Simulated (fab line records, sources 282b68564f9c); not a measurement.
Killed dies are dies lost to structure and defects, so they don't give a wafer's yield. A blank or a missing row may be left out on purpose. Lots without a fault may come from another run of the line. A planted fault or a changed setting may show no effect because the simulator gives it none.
fab line records | flow rit_cmos
record lots=14 wafers=42 last_day=7
route steps=202 shown NWELL@51 NRETRO@59 GATE@92 REOX@101 M1@202
lots that met no fault: from a run of the same line without faults
start_h: hours from the record's first day to the start of the lot's first wafer shown | wait_h: hours since the lot's step before | " the same as in the row above | L1.1+2: a row that stands for several wafers | - no value, or no start given | * or withheld: withheld | < > ~ a bound
route shown NAME@n: a module of which the file shows steps, and the number in the route of the first | usual: mean/standard deviation of fault-free wafers | same: alike in all rows | chamber/n: place in a boat | sites: the reading at each site | _std_site: their standard deviation | _edge_site: outer sites' mean less inner sites' | radius_mm: how far each site lies from the wafer's centre | mask NAME#n: copy n | behind: the tool/chamber that last shaped the wafer | hold: why the lot was held/for how many hours/how that ended | device: the transistor (n, p or np) that didn't switch | end of line: the same wafers' tests at the end of the route | a step without rows: its recipe alone | killed: dies lost to structure and defects at the first sort, not the wafer's yield | map: a wafer's dies, x killed, . not, _ none there
set.NAME: the setting as run; set.NAME@STEP: as run at that earlier step | model.NAME: the simulator's own value behind a step, which no gauge read
steps of the route over a sample of lots; a table a step, a row a wafer
services: from which hour (start_h, from the record's first day; less than 0 if before it) a tool's chamber was out of use, for how many hours, and why
## steps
# step RIT_WELLDRIVE_RS_MEAS_01
# recipe thk_meas_gauge=four-point-probe
# usual NWELL_RS=275.5/0.75
# columns lot.wafer tool chamber start_h wait_h NWELL_RS[ohm/sq]
L905.2 film_metro-03 - 28.28 0.0 275.0
L905.4 " - " " 274.6
L905.5 " - " " 275.3
L906.3 film_metro-04 - 32.63 0.0 275.4
L906.5 " - " " 276.4
L906.6 " - " " 275.6
L907.1 film_metro-04 - 38.43 0.0 275.6
L907.4 " - " " 276.2
L907.5 " - " " 276.3
L908.1 film_metro-04 - 43.39 0.0 275.8
L908.3 " - " " 276.1
L908.6 " - " " 275.4
L909.2 film_metro-03 - 48.41 0.0 274.6
L909.5 " - " " 275.4
L909.6 " - " " 274.8
L910.3 film_metro-04 - 53.45 0.0 275.4
L910.4 " - " " 274.9
L910.6 " - " " 274.3
L912.3 film_metro-02 - 63.29 0.0 276.7
L912.4 " - " " 276.5
L912.5 " - " " 275.7
L915.3 film_metro-04 - 78.50 0.0 275.0
L915.4 " - " " 274.8
L915.6 " - " " 274.7
L919.1 film_metro-03 - 97.81 0.0 276.0
L919.2 " - " " 275.1
L919.5 " - " " 275.7
L920.1 film_metro-03 - 104.93 0.0 274.7
L920.2 " - " " 274.1
L920.5 " - " " 274.9
L923.1 film_metro-03 - 118.06 0.0 275.8
L923.3 " - " " 275.7
L923.4 " - " " 276.5
L924.1 film_metro-02 - 125.69 0.0 275.3
L924.2 " - " " 275.8
L924.6 " - " " 276.0
L926.2 film_metro-02 - 135.69 0.0 276.6
L926.5 " - " " 276.4
L926.6 " - " " 276.4
L927.1 film_metro-04 - 139.98 0.0 276.0
L927.2 " - " " 276.1
L927.6 " - " " 274.9
# step RIT_NRETRO_OVL_MEAS_06
# usual NRETRO_OVL=1.4/1.5
# columns lot.wafer tool chamber start_h wait_h NRETRO_OVL[nm]
L905.2 overlay-01 - 29.39 - 1.7
L905.4 " - " " 1.4
L905.5 " - " " 1.2
L906.3 overlay-01 - 33.85 - 2.4
L906.5 " - " " 0.8
L906.6 " - " " 3.0
L907.1 overlay-01 - 39.71 - 2.6
L907.4 " - " " 1.5
L907.5 " - " " 2.5
L908.1 overlay-02 - 44.63 - 0.9
L908.3 " - " " 0.6
L908.6 " - " " 1.6
L909.2 overlay-02 - 49.64 - 2.7
L909.5 " - " " 1.7
L909.6 " - " " 3.1
L910.3 overlay-02 - 54.67 - 0.5
L910.4 " - " " 2.4
L910.6 " - " " -0.9
L912.3 overlay-01 - 64.51 - 1.0
L912.4 " - " " 2.7
L912.5 " - " " 1.7
L915.3 overlay-02 - 79.59 - 0.4
L915.4 " - " " 0.4
L915.6 " - " " 3.2
L919.1 overlay-01 - 99.06 - 3.0
L919.2 " - " " -0.2
L919.5 " - " " 1.9
L920.1 overlay-01 - 106.05 - 3.6
L920.2 " - " " 2.1
L920.5 " - " " 2.2
L923.1 overlay-02 - 119.30 - -4.0
L923.3 " - " " -2.3
L923.4 " - " " -2.6
L924.1 overlay-02 - 126.81 - 0.9
L924.2 " - " " 0.8
L924.6 " - " " 0.5
L926.2 overlay-02 - 136.92 - 2.7
L926.5 " - " " 4.2
L926.6 " - " " 3.5
L927.1 overlay-02 - 141.10 - 1.9
L927.2 " - " " 1.6
L927.6 " - " " 2.7
# step RIT_GATE_CD_MEAS_16
# recipe target_cd_nm=150
# usual cd_nm=150.4/2.1
# columns lot.wafer tool chamber start_h wait_h cd_nm
L905.2 cd_sem-02 - 36.14 - 144.6
L905.4 " - " " 145.6
L905.5 " - " " 147.2
L906.3 cd_sem-01 - 41.22 - 153.8
L906.5 " - " " 152.1
L906.6 " - " " 154.5
L907.1 cd_sem-01 - 47.39 - 149.6
L907.4 " - " " 151.4
L907.5 " - " " 153.9
L908.1 cd_sem-01 - 51.71 - 149.6
L908.3 " - " " 150.6
L908.6 " - " " 150.1
L909.2 cd_sem-01 - 58.29 - 148.0
L909.5 " - " " 149.3
L909.6 " - " " 150.2
L910.3 cd_sem-01 - 62.12 - 149.4
L910.4 " - " " 151.4
L910.6 " - " " 149.7
L912.3 cd_sem-01 - 71.73 - 151.3
L912.4 " - " " 150.9
L912.5 " - " " 150.1
L915.3 cd_sem-02 - 86.35 - 148.7
L915.4 " - " " 148.9
L915.6 " - " " 149.6
L919.1 cd_sem-01 - 107.78 - 151.1
L919.2 " - " " 150.6
L919.5 " - " " 150.0
L920.1 cd_sem-01 - 114.89 - 151.3
L920.2 " - " " 150.7
L920.5 " - " " 150.5
L923.1 cd_sem-01 - 128.55 - 148.8
L923.3 " - " " 147.6
L923.4 " - " " 147.9
L924.1 cd_sem-02 - 135.56 - 149.3
L924.2 " - " " 149.4
L924.6 " - " " 146.6
L926.2 cd_sem-02 - 145.58 - 155.0
L926.5 " - " " 154.1
L926.6 " - " " 153.1
L927.1 cd_sem-01 - 148.00 - 153.0
L927.2 " - " " 152.0
L927.6 " - " " 151.6
# step RIT_REOX_OXIDATION_03
# recipe temp_c=900 ambient=O2 target_thk_a=252 ox_time_s=5580
# usual spike_tc_centre_C=903.2/1.3 spike_tc_load_C=925.8/1.1 tube_center_temp_C=900/0.083 tube_center_temp_C_max=902.3/0.34
# columns lot.wafer tool chamber start_h wait_h spike_tc_centre_C spike_tc_load_C tube_center_temp_C tube_center_temp_C_max
L905.2 furnace-03 0 37.20 0.0 902.1 927.4 900.08 902.2
L905.4 " 0 " " 902.8 925.0 899.96 902.2
L905.5 " 0 " " 902.4 926.7 899.94 902.3
L906.3 furnace-03 0 42.26 0.0 903.5 926.7 900 901.9
L906.5 " 0 " " 902.4 926.1 900.05 902.3
L906.6 " 0 " " 904.3 926.9 900 902.1
L907.1 furnace-01 0 48.50 0.0 903.3 925.5 899.92 902.6
L907.4 " 0 " " 903.0 924.4 899.88 902.3
L907.5 " 0 " " 904.0 925.2 900.14 902.3
L908.1 furnace-03 0 53.41 0.6 903.0 925.0 899.91 902.0
L908.3 " 0 " " 903.8 926.5 899.89 901.9
L908.6 " 0 " " 904.0 927.3 899.99 902.0
L909.2 furnace-01 0 59.35 0.0 903.3 925.7 900.07 902.0
L909.5 " 0 " " 905.1 925.0 899.9 902.2
L909.6 " 0 " " 904.5 926.7 900.06 902.4
L910.3 furnace-04 0 63.17 0.0 902.8 925.7 899.99 902.0
L910.4 " 0 " " 901.8 924.5 899.85 901.7
L910.6 " 0 " " 901.9 927.8 900.07 902.2
L912.3 furnace-01 0 73.32 0.5 904.1 925.7 899.87 902.4
L912.4 " 0 " " 904.7 925.1 899.82 902.4
L912.5 " 0 " " 902.6 926.1 900.03 902.0
L915.3 furnace-03 0 88.03 0.6 903.7 925.9 900.19 902.4
L915.4 " 0 " " 904.7 926.9 900.05 902.3
L915.6 " 0 " " 903.6 925.3 900.03 902.4
L919.1 furnace-01 0 108.85 0.0 909.4 932.3 906.41 908.6
L919.2 " 0 " " 910.5 931.5 906.33 908.9
L919.5 " 0 " " 909.9 932.2 906.34 909.1
L920.1 furnace-01 0 115.97 0.0 910.7 931.3 906.31 908.2
L920.2 " 0 " " 907.5 932.2 906.23 908.2
L920.5 " 0 " " 910.2 932.7 906.38 908.5
L923.1 furnace-04 0 130.04 0.4 900.3 929.3 900.06 902.4
L923.3 " 0 " " 902.0 926.4 899.84 903.1
L923.4 " 0 " " 902.6 924.6 899.93 901.8
L924.1 furnace-03 0 137.60 1.0 904.6 924.7 900.03 902.0
L924.2 " 0 " " 904.6 926.3 900.14 902.7
L924.6 " 0 " " 903.7 927.3 900.05 902.1
L926.2 furnace-04 0 146.64 0.0 900.9 926.2 900.15 902.6
L926.5 " 0 " " 900.6 925.2 900.07 901.9
L926.6 " 0 " " 901.9 924.5 899.88 901.9
L927.1 furnace-03 0 149.24 0.0 903.5 927.5 899.99 901.9
L927.2 " 0 " " 904.4 924.6 899.94 902.1
L927.6 " 0 " " 904.4 925.5 900.07 902.2
# step RIT_REOX_THK_MEAS_04
# recipe reads=SiO2_of_REOX_OXIDATION_03
# usual REOX_OXIDE_THK=25.5/0.41
# columns lot.wafer tool chamber start_h wait_h REOX_OXIDE_THK[nm]
L905.2 film_metro-03 - 39.76 0.0 25.7
L905.4 " - " " 26.1
L905.5 " - " " 25.9
L906.3 film_metro-02 - 44.83 0.0 25.1
L906.5 " - " " 25.0
L906.6 " - " " 25.4
L907.1 film_metro-03 - 51.05 0.0 25.8
L907.4 " - " " 25.9
L907.5 " - " " 25.7
L908.1 film_metro-04 - 55.96 0.0 25.4
L908.3 " - " " 25.8
L908.6 " - " " 25.5
L909.2 film_metro-04 - 61.91 0.0 26.2
L909.5 " - " " 26.1
L909.6 " - " " 25.9
L910.3 film_metro-03 - 65.74 0.0 25.8
L910.4 " - " " 25.9
L910.6 " - " " 25.6
L912.3 film_metro-04 - 75.89 0.0 25.0
L912.4 " - " " 25.2
L912.5 " - " " 25.6
L915.3 film_metro-02 - 90.60 0.0 26.1
L915.4 " - " " 26.3
L915.6 " - " " 25.8
L919.1 film_metro-02 - 111.40 0.0 26.9
L919.2 " - " " 26.8
L919.5 " - " " 26.7
L920.1 film_metro-02 - 118.52 0.0 27.2
L920.2 " - " " 26.9
L920.5 " - " " 27.0
L923.1 film_metro-04 - 132.59 0.0 25.3
L923.3 " - " " 25.9
L923.4 " - " " 25.7
L924.1 film_metro-02 - 140.15 0.0 25.0
L924.2 " - " " 25.0
L924.6 " - " " 25.1
L926.2 film_metro-03 - 149.20 0.0 25.5
L926.5 " - " " 25.2
L926.6 " - " " 25.1
L927.1 film_metro-03 - 151.79 0.0 25.0
L927.2 " - " " 24.5
L927.6 " - " " 25.4
# step RIT_M1_PROBE_99
# usual killed_at_M0_to_M3=0.0/0.16 killed_at_contacts=0.1/0.25 killed_at_front_end=7/3.1 killed_dies=7/3.1 killed_open=3.6/2 killed_short=3.5/2
# same gross_dies=264 killed_at_M4_up=0 killed_at_back_side=0 killed_at_other=0
# columns lot.wafer tool chamber start_h wait_h killed_at_M0_to_M3 killed_at_contacts killed_at_front_end killed_dies killed_open killed_short
L905.2 prober-02 - 56.40 0.1 0 0 4 4 2 2
L905.4 prober-02 - 56.50 0.2 0 0 4 4 3 1
L905.5 prober-02 - 56.55 0.2 0 0 8 8 4 4
L906.3 prober-01 - 61.49 0.2 1 0 5 6 4 2
L906.5 prober-01 - 61.59 0.2 0 0 4 4 2 2
L906.6 prober-01 - 61.64 0.2 0 0 4 4 3 1
L907.1 prober-02 - 67.67 0.1 0 1 2 3 1 2
L907.4 prober-02 - 67.82 0.2 0 0 5 5 4 1
L907.5 prober-02 - 67.87 0.2 0 0 2 2 0 2
L908.1 prober-01 - 73.44 0.1 0 0 8 8 5 3
L908.3 prober-01 - 73.54 0.2 0 0 10 10 5 5
L908.6 prober-01 - 73.69 0.2 0 0 9 9 5 4
L909.2 prober-02 - 78.35 0.1 0 0 8 8 5 3
L909.5 prober-02 - 78.50 0.2 0 0 11 11 7 4
L909.6 prober-02 - 78.55 0.2 0 0 7 7 1 6
L910.3 prober-01 - 83.54 0.2 0 0 11 11 3 8
L910.4 prober-01 - 83.59 0.2 0 0 9 9 6 3
L910.6 prober-01 - 83.69 0.2 0 0 8 8 3 5
L912.3 prober-01 - 92.65 0.2 0 0 5 5 3 2
L912.4 prober-01 - 92.70 0.2 0 1 4 5 0 5
L912.5 prober-01 - 92.75 0.2 0 0 6 6 1 5
L915.3 prober-02 - 107.40 0.2 0 0 9 9 5 4
L915.4 prober-02 - 107.45 0.2 0 0 11 11 8 3
L915.6 prober-02 - 107.55 0.2 0 0 8 8 2 6
L919.1 prober-02 - 128.85 0.1 0 0 4 4 1 3
L919.2 prober-02 - 128.90 0.1 0 0 8 8 3 5
L919.5 prober-02 - 129.05 0.2 0 0 9 9 3 6
L920.1 prober-01 - 135.02 0.1 0 0 12 12 8 4
L920.2 prober-01 - 135.07 0.1 0 0 8 8 4 4
L920.5 prober-01 - 135.22 0.2 0 0 12 12 6 6
L923.1 prober-02 - 149.85 0.1 0 0 9 9 4 5
L923.3 prober-02 - 149.95 0.2 0 0 5 5 4 1
L923.4 prober-02 - 150.00 0.2 0 0 5 5 3 2
L924.1 prober-01 - 157.61 0.1 0 0 6 6 3 3
L924.2 prober-01 - 157.66 0.1 0 0 4 4 3 1
L924.6 prober-01 - 157.86 0.2 0 0 9 9 6 3
L926.2 prober-01 - 165.75 0.1 0 0 10 10 2 8
L926.5 prober-01 - 165.90 0.2 0 0 7 7 5 2
L926.6 prober-01 - 165.95 0.2 0 0 10 10 6 4
L927.1 prober-02 - 168.17 0.1 0 0 3 3 1 2
L927.2 prober-02 - 168.22 0.1 0 0 6 6 4 2
L927.6 prober-02 - 168.42 0.2 0 0 3 3 2 1
# killed by level:class
L905.2 REOX:geometric_particle:short=2 GATE:geometric_particle:open=1 SPACER:geometric_particle:open=1
L905.4 FOX1:geometric_particle:open=2 FOX1:geometric_particle:short=1 GATE:geometric_particle:open=1
L905.5 GATE:geometric_particle:open=2 REOX:geometric_particle:short=2 FOX1:geometric_particle:open=1 FOX1:geometric_particle:short=1 REOX:geometric_particle:open=1 SPACER:geometric_particle:short=1
L906.3 FOX1:geometric_particle:open=1 GATE:geometric_particle:open=1 REOX:geometric_particle:open=1 SPACER:geometric_particle:open=1 SPACER:geometric_particle:short=1 M1:geometric_particle:short=1
L906.5 REOX:geometric_particle:open=2 FOX1:geometric_particle:short=1 REOX:geometric_particle:short=1
L906.6 FOX1:geometric_particle:short=1 FOX1:geometric_particle:open=1 FOX2:geometric_particle:open=1 GATE:geometric_particle:open=1
L907.1 REOX:geometric_particle:open=1 SILICIDE:geometric_particle:short=1 CONTACT:geometric_particle:short=1
L907.4 FOX1:geometric_particle:open=1 FOX2:geometric_particle:open=1 REOX:geometric_particle:short=1 REOX:geometric_particle:open=1 SILICIDE:geometric_particle:open=1
L907.5 GATE:geometric_particle:short=1 SILICIDE:geometric_particle:short=1
L908.1 FOX1:geometric_particle:short=2 SPACER:geometric_particle:open=2 GATE:geometric_particle:open=1 REOX:geometric_particle:open=1 SPACER:geometric_particle:short=1 SILICIDE:geometric_particle:open=1
L908.3 SPACER:geometric_particle:short=3 SPACER:geometric_particle:open=2 FOX1:geometric_particle:open=1 GATE:geometric_particle:short=1 REOX:geometric_particle:open=1 REOX:geometric_particle:short=1 SILICIDE:geometric_particle:open=1
L908.6 GATE:geometric_particle:open=3 SPACER:geometric_particle:open=2 FOX1:geometric_particle:short=1 GATE:geometric_particle:short=1 REOX:geometric_particle:short=1 SPACER:geometric_particle:short=1
L909.2 GATE:geometric_particle:open=2 SILICIDE:geometric_particle:short=2 SILICIDE:geometric_particle:open=2 REOX:geometric_particle:open=1 SPACER:geometric_particle:short=1
L909.5 GATE:geometric_particle:open=3 REOX:geometric_particle:open=2 FOX1:geometric_particle:short=1 GATE:geometric_particle:short=1 SPACER:geometric_particle:short=1 SPACER:geometric_particle:open=1 SILICIDE:geometric_particle:open=1 SILICIDE:geometric_particle:short=1
L909.6 REOX:geometric_particle:short=4 GATE:geometric_particle:short=1 REOX:geometric_particle:open=1 SILICIDE:geometric_particle:short=1
L910.3 REOX:geometric_particle:short=4 GATE:geometric_particle:short=3 FOX2:geometric_particle:short=1 GATE:geometric_particle:open=1 REOX:geometric_particle:open=1 SPACER:geometric_particle:open=1
L910.4 GATE:geometric_particle:open=3 REOX:geometric_particle:open=2 FOX2:geometric_particle:short=1 FOX2:geometric_particle:open=1 GATE:geometric_particle:short=1 REOX:geometric_particle:short=1
L910.6 REOX:geometric_particle:short=2 SILICIDE:geometric_particle:short=2 SPACER:geometric_particle:short=1 FOX2:geometric_particle:open=1 GATE:geometric_particle:open=1 REOX:geometric_particle:open=1
L912.3 GATE:geometric_particle:short=2 GATE:geometric_particle:open=2 FOX2:geometric_particle:open=1
L912.4 FOX1:geometric_particle:short=1 FOX2:geometric_particle:short=1 GATE:geometric_particle:short=1 REOX:geometric_particle:short=1 CONTACT:geometric_particle:short=1
L912.5 GATE:geometric_particle:short=4 FOX1:geometric_particle:open=1 FOX1:geometric_particle:short=1
L915.3 FOX1:geometric_particle:short=2 FOX1:geometric_particle:open=1 FOX2:geometric_particle:open=1 GATE:geometric_particle:open=1 GATE:geometric_particle:short=1 SPACER:geometric_particle:open=1 SILICIDE:geometric_particle:open=1 SILICIDE:geometric_particle:short=1
L915.4 REOX:geometric_particle:open=5 FOX1:geometric_particle:open=3 FOX1:geometric_particle:short=2 GATE:geometric_particle:short=1
L915.6 SPACER:geometric_particle:short=4 GATE:geometric_particle:short=2 SPACER:geometric_particle:open=2
L919.1 GATE:geometric_particle:short=2 FOX2:geometric_particle:short=1 GATE:geometric_particle:open=1
L919.2 FOX1:geometric_particle:open=2 REOX:geometric_particle:short=2 FOX1:geometric_particle:short=1 FOX2:geometric_particle:short=1 GATE:geometric_particle:short=1 GATE:geometric_particle:open=1
L919.5 SPACER:geometric_particle:short=3 GATE:geometric_particle:short=2 FOX1:geometric_particle:open=1 FOX1:geometric_particle:short=1 GATE:geometric_particle:open=1 REOX:geometric_particle:open=1
L920.1 GATE:geometric_particle:open=6 REOX:geometric_particle:short=2 GATE:geometric_particle:short=1 REOX:geometric_particle:open=1 SPACER:geometric_particle:short=1 SILICIDE:geometric_particle:open=1
L920.2 GATE:geometric_particle:open=2 GATE:geometric_particle:short=2 REOX:geometric_particle:short=1 SPACER:geometric_particle:short=1 SPACER:geometric_particle:open=1 SILICIDE:geometric_particle:open=1
L920.5 GATE:geometric_particle:open=3 REOX:geometric_particle:short=2 SPACER:geometric_particle:short=2 SILICIDE:geometric_particle:short=2 REOX:geometric_particle:open=1 SPACER:geometric_particle:open=1 SILICIDE:geometric_particle:open=1
L923.1 GATE:geometric_particle:short=3 GATE:geometric_particle:open=3 FOX1:geometric_particle:short=1 FOX1:geometric_particle:open=1 SILICIDE:geometric_particle:short=1
L923.3 GATE:geometric_particle:open=2 FOX1:geometric_particle:open=1 REOX:geometric_particle:short=1 SILICIDE:geometric_particle:open=1
L923.4 FOX1:geometric_particle:open=2 FOX1:geometric_particle:short=1 GATE:geometric_particle:short=1 GATE:geometric_particle:open=1
L924.1 GATE:geometric_particle:open=3 SPACER:geometric_particle:short=2 REOX:geometric_particle:short=1
L924.2 REOX:geometric_particle:open=2 GATE:geometric_particle:short=1 SPACER:geometric_particle:open=1
L924.6 GATE:geometric_particle:open=3 FOX1:geometric_particle:short=2 FOX1:geometric_particle:open=1 REOX:geometric_particle:open=1 SPACER:geometric_particle:open=1 SPACER:geometric_particle:short=1
L926.2 SILICIDE:geometric_particle:short=3 GATE:geometric_particle:short=2 FOX1:geometric_particle:short=1 GATE:geometric_particle:open=1 REOX:geometric_particle:short=1 SPACER:geometric_particle:short=1 SILICIDE:geometric_particle:open=1
L926.5 FOX1:geometric_particle:short=2 FOX2:geometric_particle:open=1 GATE:geometric_particle:open=1 REOX:geometric_particle:open=1 SPACER:geometric_particle:open=1 SILICIDE:geometric_particle:open=1
L926.6 REOX:geometric_particle:short=2 SPACER:geometric_particle:open=2 SILICIDE:geometric_particle:open=2 FOX1:geometric_particle:short=1 FOX1:geometric_particle:open=1 FOX2:geometric_particle:open=1 SILICIDE:geometric_particle:short=1
L927.1 GATE:geometric_particle:open=1 GATE:geometric_particle:short=1 SILICIDE:geometric_particle:short=1
L927.2 GATE:geometric_particle:open=2 SILICIDE:geometric_particle:open=2 GATE:geometric_particle:short=1 SPACER:geometric_particle:short=1
L927.6 GATE:geometric_particle:open=1 GATE:geometric_particle:short=1 REOX:geometric_particle:open=1
## services
# columns tool chamber start_h hours kind
furnace-03 - 19.71 4.3 pm
furnace-01 - 38.43 3.4 pm
furnace-03 - 83.65 2.4 pm
furnace-01 - 119.41 23.6 repair
## key
first_sign step=RIT_REOX_OXIDATION_03 reading=tube_center_temp_C direction=up sigmas=70 usual=* struck=*
effect step=RIT_REOX_OXIDATION_03 reading=tube_center_temp_C_max direction=up sigmas=19 usual=* struck=*
effect step=RIT_REOX_THK_MEAS_04 reading=REOX_OXIDE_THK direction=up sigmas=3.5 usual=25.5 struck=26.9
met_at RIT_REOX_OXIDATION_03
struck_lots L919,L920
tester_left_out L919,L920
not_acting_at RIT_WELLDRIVE_RS_MEAS_01,RIT_NRETRO_OVL_MEAS_06,RIT_GATE_CD_MEAS_16
onset_between 73.32 108.85
fault kind=process_parameter_drift tool=furnace-01 chamber=- onset_h=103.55 steps=RIT_REOX_OXIDATION_03 channel=temp_c offset=* shape=step end_h=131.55 acts_in=* stated=*
# tester_left_out: of these lots the tester's yield and bins aren't shown, on N5 and GAA mostly nor the transistor test; their killed dies are dies lost to structure and defects alone, not to doping, threshold or leakage, so they don't give the yield
